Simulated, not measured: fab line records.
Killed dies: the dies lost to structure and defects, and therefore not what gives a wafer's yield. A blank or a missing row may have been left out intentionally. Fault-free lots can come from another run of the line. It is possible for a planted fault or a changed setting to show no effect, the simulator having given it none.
Chamber matching	flow rit_cmos	rie_diel-03 running RIT_SPACER_ETCHBACK_05: 4 sister chambers
The step etches Si3N4 in SF6/CHF3, stops on SiO2, target depth 250 nm, time 240 s. 4 wafers are shown with their chamber, then 8 later ones without.

WAFERS PAIRED WITH THEIR CHAMBERS
wafer	chamber	drypump_motor_current_A (A)
L559.2	0	5.5
L571.2	2	4.9
L571.4	1	5.5
L574.2	3	5.8

WAFERS WITHOUT THEIR CHAMBER
wafer	drypump_motor_current_A (A)
L574.3	5.6
L574.6	4.9
L579.1	4.8
L579.2	5.5
L579.4	5.6
L581.1	5.5
L581.4	4.9
L581.6	5.6

WHICH CHAMBER EACH ONE RAN IN
wafer	from the rows above	in truth
L574.3	can't be placed: 0 or 1 or 3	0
L574.6	2	2
L579.1	2	2
L579.2	can't be placed: 0 or 1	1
L579.4	can't be placed: 0 or 1 or 3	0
L581.1	can't be placed: 0 or 1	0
L581.4	2	2
L581.6	can't be placed: 0 or 1 or 3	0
Correctly placed: 3 of 8. Cannot be placed on the basis of these rows: 5; the candidates contain the true chamber in 5. 0 placed wrongly.
How it was worked out, from the rows above alone: a wafer's distance from a chamber is the root of the sum, over the readings, of the square of ((its reading less the chamber's mean) divided by the reading's scatter). The wafer belongs to the nearest chamber; if the next one is less than 2 further off, it can't be placed. Each chamber's mean is taken over the wafers shown for it. The scatter: root of mean squared gap, hidden wafer to nearest shown wafer, with one shown wafer a chamber.
